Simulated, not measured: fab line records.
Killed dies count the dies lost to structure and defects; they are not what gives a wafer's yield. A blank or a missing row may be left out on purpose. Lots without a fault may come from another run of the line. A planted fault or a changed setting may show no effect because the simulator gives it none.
Matching of chambers + flow berkeley_cmos170 + 4 sister chambers for UCB170_V2_CMP_02 on cmp-01
The step polishes SiO2. 8 wafers are shown with their chamber, then 8 later ones without.

## WAFERS PAIRED WITH THEIR CHAMBERS
| wafer  | chamber | motor_current_A (A) |
|--------|---------|---------------------|
| L857.1 | 1       | 16.4                |
| L857.2 | 2       | 16.4                |
| L857.4 | 3       | 17.1                |
| L859.3 | 3       | 17.4                |
| L861.1 | 1       | 16.2                |
| L861.4 | 0       | 13.8                |
| L861.5 | 0       | 13.8                |
| L868.1 | 2       | 16.5                |

## WAFERS WHOSE CHAMBER IS MISSING
| wafer  | motor_current_A (A) |
|--------|---------------------|
| L868.5 | 17.6                |
| L868.6 | 16.4                |
| L870.1 | 14.5                |
| L870.5 | 16.6                |
| L870.6 | 16.9                |
| L875.1 | 17.2                |
| L875.2 | 16.5                |
| L875.4 | 16.1                |

## CHAMBER TAKEN BY EACH
| wafer  | from the rows above          | in truth |
|--------|------------------------------|----------|
| L868.5 | 3                            | 3        |
| L868.6 | can't be placed: 2 or 1      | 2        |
| L870.1 | 0                            | 0        |
| L870.5 | can't be placed: 2 or 1      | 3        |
| L870.6 | can't be placed: 3 or 2 or 1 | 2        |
| L875.1 | 3                            | 3        |
| L875.2 | can't be placed: 2 or 1      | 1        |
| L875.4 | can't be placed: 1 or 2      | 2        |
Placed correctly: 3 of 8. From these rows, 5 cannot be placed; in 4 the true chamber is one of the candidates. Placed wrongly: 0.
How it was worked out, from the rows above alone: a wafer's distance from a chamber is the root of the sum, over the readings, of the square of ((its reading less the chamber's mean) divided by the reading's scatter). The wafer belongs to the nearest chamber; if the next one is less than 2 further off, it can't be placed. For every chamber, the mean is computed from those of its wafers that are shown. The scatter is the square root of a quotient: the sum, over the shown wafers, of each reading's squared deviation from its chamber's mean, divided by wafers minus chambers.
